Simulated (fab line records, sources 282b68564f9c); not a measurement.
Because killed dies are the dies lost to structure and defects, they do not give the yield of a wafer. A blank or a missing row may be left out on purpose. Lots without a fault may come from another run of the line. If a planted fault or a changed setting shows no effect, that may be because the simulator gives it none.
fab line records | flow rit_cmos
record: lots: 14 | wafers: 42 | last_day: 7
route steps=202 shown GATE@96 M1@202
lots untouched by any fault: they come from a run of this same line in which no faults occurred
start_h: the number of hours between the record's first day and the start of the first shown wafer of the lot | wait_h: hours elapsed since this lot's preceding step | " as in the row above | L1.1+2: several wafers, shown together as one row | - no value, or no start given | * or withheld: withheld | < > ~ a bound
route shown NAME@n: names a module that has steps shown in the file, with the first one's number in the route | usual: mean/standard deviation of fault-free wafers | same: alike in all rows | chamber/n: place in a boat | sites: each site's reading | _std_site: the values' standard deviation | _edge_site: the outer-site mean with the inner-site mean subtracted | radius_mm: for every site, how far away it sits from the centre of the wafer | mask NAME#n: copy n | behind: tool/chamber where the wafer was last shaped | hold: why the lot went on hold/how many hours it stayed there/how the hold came to an end | device: names the non-switching transistor (n, p or np) | end of line: tests of these same wafers at the route's end | step lacking rows: just its recipe | killed: at the first sort, the dies lost to defects and structure; wafer yield is something else | map: a wafer's dies, marking killed ones x, the rest . and places with no die _
set.NAME: the setting the step ran with; set.NAME@STEP: the setting that earlier step ran with | model.NAME: the simulator's own value behind a step, which no gauge read
the route's steps for a sample of lots (tables are steps, rows are wafers)
services: from which hour (start_h, from the record's first day; less than 0 if before it) a tool's chamber was out of use, for how many hours, and why
== steps ==
step: RIT_GATE_STRIP_20
recipe: chemistry: O2 | time_s: 180 | resist: NOVOLAK | platen_temp_c: withheld | power_w: 500 | pressure_mtorr: 4000 | o2_flow_sccm: 4000
usual: drypump_motor_current_A: 5.4/0.53 | o2_flow_sccm: 4001/13
lot.wafer | tool            | chamber | start_h | wait_h | drypump_motor_current_A | o2_flow_sccm | rf_hours_counter_h
L351.3    | plasma_asher-03 | 1       | 45.11   | 0.1    | 5.7                     | 3993         | -
L351.4    | "               | 0       | "       | "      | 5.6                     | 4021         | -
L351.5    | "               | 0       | "       | "      | 5.6                     | 4019         | -
L352.1    | plasma_asher-03 | 1       | 49.01   | 0.1    | 5.7                     | 3977         | 39
L352.2    | "               | 0       | "       | "      | 5.6                     | 3998         | 39
L352.6    | "               | 0       | "       | "      | 5.6                     | 3997         | -
L355.1    | plasma_asher-03 | 1       | 63.53   | 0.1    | 5.7                     | 4005         | 41
L355.2    | "               | 0       | "       | "      | 5.6                     | 3996         | 41
L355.5    | "               | 0       | "       | "      | 5.6                     | 3995         | -
L356.2    | plasma_asher-03 | 1       | 74.62   | 0.1    | 5.7                     | 4026         | 42
L356.3    | "               | 1       | "       | "      | 5.6                     | 4017         | -
L356.6    | "               | 1       | "       | "      | 5.7                     | 3996         | -
L358.2    | plasma_asher-03 | 0       | 77.65   | 0.1    | 5.6                     | 3992         | 42
L358.3    | "               | 0       | "       | "      | 5.6                     | 4009         | -
L358.5    | "               | 1       | "       | "      | 5.7                     | 3996         | -
L359.1    | plasma_asher-02 | 0       | 86.58   | 0.1    | 5.1                     | 3993         | 45
L359.3    | "               | 0       | "       | "      | 5.1                     | 4010         | -
L359.5    | "               | 0       | "       | "      | 5.1                     | 3996         | -
L360.1    | plasma_asher-01 | 0       | 92.80   | 0.1    | 4.9                     | 3992         | 45
L360.4    | "               | 0       | "       | "      | 4.9                     | 3999         | -
L360.6    | "               | 1       | "       | "      | 6.4                     | 4007         | -
L363.1    | plasma_asher-03 | 1       | 108.33  | 0.1    | 5.7                     | 3995         | 45
L363.4    | "               | 0       | "       | "      | 5.6                     | 4832         | -
L363.6    | "               | 1       | "       | "      | 5.7                     | 4014         | -
L364.4    | plasma_asher-03 | 1       | 113.72  | 0.1    | 5.7                     | 4006         | -
L364.5    | "               | 1       | "       | "      | 5.7                     | 4004         | -
L364.6    | "               | 0       | "       | "      | 5.6                     | 4800         | -
L366.1    | plasma_asher-02 | 1       | 118.69  | 0.1    | 4.6                     | 4039         | 0
L366.3    | "               | 1       | "       | "      | 4.7                     | 4005         | -
L366.5    | "               | 1       | "       | "      | 4.7                     | 4005         | -
L369.2    | plasma_asher-01 | 0       | 134.71  | 0.1    | 4.9                     | 4019         | 50
L369.3    | "               | 0       | "       | "      | 4.9                     | 4034         | -
L369.4    | "               | 1       | "       | "      | 6.4                     | 4003         | -
L371.1    | plasma_asher-01 | 1       | 154.15  | 0.1    | 6.3                     | 3986         | 51
L371.4    | "               | 0       | "       | "      | 4.9                     | 4008         | -
L371.5    | "               | 1       | "       | "      | 6.3                     | 3991         | -
L373.1    | plasma_asher-02 | 0       | 154.37  | 0.1    | 5.2                     | 4008         | 4
L373.3    | "               | 0       | "       | "      | 5.1                     | 3992         | -
L373.4    | "               | 1       | "       | "      | 4.7                     | 3997         | -
L372.2    | plasma_asher-01 | 0       | 154.65  | 0.1    | 4.9                     | 4011         | 51
L372.3    | "               | 1       | "       | "      | 6.4                     | 4007         | -
L372.5    | "               | 1       | "       | "      | 6.4                     | 3981         | -
step: RIT_M1_PROBE_99
usual: killed_at_contacts: 0.1/0.28 | killed_at_front_end: 7.0/2.9 | killed_dies: 7.0/2.9 | killed_open: 3.4/2.1 | killed_short: 3.6/1.7
same: gross_dies: 264 | killed_at_M0_to_M3: 0 | killed_at_M4_up: 0 | killed_at_back_side: 0 | killed_at_other: 0
lot.wafer | tool      | chamber | start_h | wait_h | killed_at_contacts | killed_at_front_end | killed_dies | killed_open | killed_short
L360.1    | prober-01 | -       | 112.85  | 0.1    | 0                  | 1                   | 1           | 0           | 1
L360.4    | prober-01 | -       | 113.00  | 0.2    | 0                  | 8                   | 8           | 5           | 3
L360.6    | prober-01 | -       | 113.10  | 0.2    | 0                  | 10                  | 10          | 8           | 2
killed by level:class
L360.1 REOX:geometric_particle:short=1
L360.4 FOX2:geometric_particle:open=2 GATE:geometric_particle:open=2 GATE:geometric_particle:short=2 SPACER:geometric_particle:short=1 SPACER:geometric_particle:open=1
L360.6 GATE:geometric_particle:open=5 REOX:geometric_particle:open=2 FOX1:geometric_particle:short=1 GATE:geometric_particle:short=1 SILICIDE:geometric_particle:open=1
== services ==
tool            | chamber | start_h | hours | kind
plasma_asher-02 | -       | 108.80  | 9.0   | pm
plasma_asher-02 | 0       | 108.80  | 9.0   | vent_cycle
plasma_asher-02 | 1       | 108.80  | 9.0   | vent_cycle
plasma_asher-02 | 0       | 117.80  | -     | clean
plasma_asher-02 | 1       | 117.80  | -     | clean
== key ==
first_sign: step: RIT_GATE_STRIP_20 | reading: o2_flow_sccm | direction: up | sigmas: 63 | usual: 4001 | struck: 4816
effect none on later readings
met_at RIT_GATE_STRIP_20
struck_lots L363,L364
struck_wafers L363.4,L364.6
tester_left_out L363,L364
onset_between 77.65 108.33
fault: kind: process_parameter_drift | tool: plasma_asher-03 | chamber: 0 | onset_h: 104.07 | steps: RIT_GATE_STRIP_20 | channel: o2_flow_sccm | offset: 800 | shape: step | end_h: 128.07 | acts_in: these_recipes_only | stated: 4000
tester_left_out: of these lots the tester's yield and bins aren't shown, on N5 and GAA mostly nor the transistor test; their killed dies are dies lost to structure and defects alone, not to doping, threshold or leakage, so they don't give the yield
